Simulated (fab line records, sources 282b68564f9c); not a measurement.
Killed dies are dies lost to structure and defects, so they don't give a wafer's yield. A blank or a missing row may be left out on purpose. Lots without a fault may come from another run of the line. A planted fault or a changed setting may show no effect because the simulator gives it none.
A struck lot beside a sound one | flow rit_cmos | 18 steps out of a route of 202
Sound: wafers L733.1, L733.2, L733.4. Struck: wafers L747.1, L747.3, L747.5. The cause comes at the end.
At each step with rows: each side's tool, then ch and its chambers, then its first start. Under that, the readings that differ: sound wafers | struck wafers | difference of the means | sigmas: that difference in standard deviations of wafers without a fault.
alike: readings whose means differ by less than 2 such deviations, and words and numbers that are the same on both sides. not compared: withheld readings, readings that some wafer has no value for, bounds like >300 that may hide the same value, and numbers for which the record gives no deviation and whose values overlap.
The two part at a step that has a row with sigmas, a row that says differs or no value, or rows on one side only. Numbers that don't overlap but have no deviation are shown without sigmas and don't part them. A reading that every wafer of one side lacks parts them only if that side has two wafers or more.

first, 1 step without rows for these wafers: RIT_PLDD_IMPLANT_08.
RIT_PLDD_STRIP_09: strips in O2, time 180 s.
  sound on plasma_asher-03 ch 0,1, day 3 11:47; struck on plasma_asher-04 ch 0,1, day 5 19:02
  alike: drypump_motor_current_A
  not compared: rf_hours_counter_h
RIT_PLDD_TW_MEAS_10:
  sound on film_metro-03, day 3 11:58; struck on film_metro-03, day 5 19:13
  alike: PLDD_TW
then, 4 steps without rows for these wafers: RIT_SPACER_CLEAN_00 (cleans in SC1, time 600 s); RIT_SPACER_CLEAN_01 (cleans in dHF, time 30 s); RIT_SPACER_CLEAN_02 (cleans in SC2, time 600 s); RIT_SPACER_CVD_03 (deposits Si3N4 from SiH2Cl2/NH3, target thk 250 nm, time 3300 s).
RIT_SPACER_THK_MEAS_04:
  sound on film_metro-02, day 3 14:19; struck on film_metro-04, day 5 21:35
  alike: SPACER_NITRIDE_THK
RIT_SPACER_ETCHBACK_05: etches Si3N4 in SF6/CHF3, stops on SiO2, target depth 250 nm, time 240 s.
  sound on rie_diel-04 ch 0,1,3, day 3 14:23; struck on rie_diel-02 ch 0,3, day 5 21:38
  alike: drypump_motor_current_A, oes_product_au, throttle_valve_pct
  not compared: rf_hours_counter_h
then, 3 steps without rows for these wafers: RIT_NSD_HMDS_00 (prime time 60 s); RIT_NSD_COAT_01 (resist thk 1000 nm); RIT_NSD_SOFTBAKE_02 (time 60 s).
RIT_NSD_EXPOSE_03: exposes mask M9, target cd 40700 nm.
  sound on iline_stepper-01 ch 0, day 3 15:11; struck on iline_stepper-01 ch 0, day 5 22:24
  reading                     | sound                   | struck         | difference | sigmas
  model.NSD.overlay_x_nm (nm) | -0.8299 -0.8299 -0.8299 | 3491 3491 3491 | +3492      |
  alike: mask, focus_offset_nm
then, 2 steps without rows for these wafers: RIT_NSD_PEB_04; RIT_NSD_DEVELOP_05 (develop time 50 s).
RIT_NSD_OVL_MEAS_06:
  sound on overlay-02, day 3 15:35; struck on overlay-02, day 5 22:49
  reading      | sound        | struck               | difference | sigmas
  NSD_OVL (nm) | 1.4 2.6 -0.3 | 3492.9 3493.3 3493.8 | +3492.1    | +99 or more
then, 1 step without rows for these wafers: RIT_NSD_HARDBAKE_07 (time 60 s).
RIT_M1_PROBE_99:
  sound on prober-01, day 4 03:15; struck on prober-01, day 6 08:47
  no value came back on the struck wafers for model.etest.nmos_0p15.bv_v (V), model.etest.nmos_0p3.bv_v (V); on the sound wafers model.etest.nmos_0p15.bv_v (V) reads 5.497 5.468 5.492
  reading                                    | sound | struck      | difference | sigmas
  killed_at_front_end                        | 8 1 6 | 252 258 251 | +249       | +78
  killed_dies                                | 8 1 6 | 252 258 251 | +249       | +78
  killed_on_rim                              | 2 0 1 | 65 67 68    | +66        | +44
  model.etest.pmos_narrow.over_limit         | 0 0 0 | 1 1 1       | +1         |
  model.etest.select_edge_diode_n.over_limit | 0 0 0 | 1 1 1       | +1         |
  model.etest.gate_end_array.over_limit      | 0 0 0 | 1 1 1       | +1         |
  model.etest.nmos_0p3.over_limit            | 0 0 0 | 1 1 1       | +1         |
  model.etest.retro_edge_nmos.over_limit     | 0 0 0 | 1 1 1       | +1         |
  model.etest.pmos_0p3.over_limit            | 0 0 0 | 1 1 1       | +1         |
  alike: killed_at_contacts, killed_open, killed_short

WHERE THEY PART
First at RIT_NSD_OVL_MEAS_06; last, within this record, at RIT_M1_PROBE_99.

WHY: what the simulator had put in
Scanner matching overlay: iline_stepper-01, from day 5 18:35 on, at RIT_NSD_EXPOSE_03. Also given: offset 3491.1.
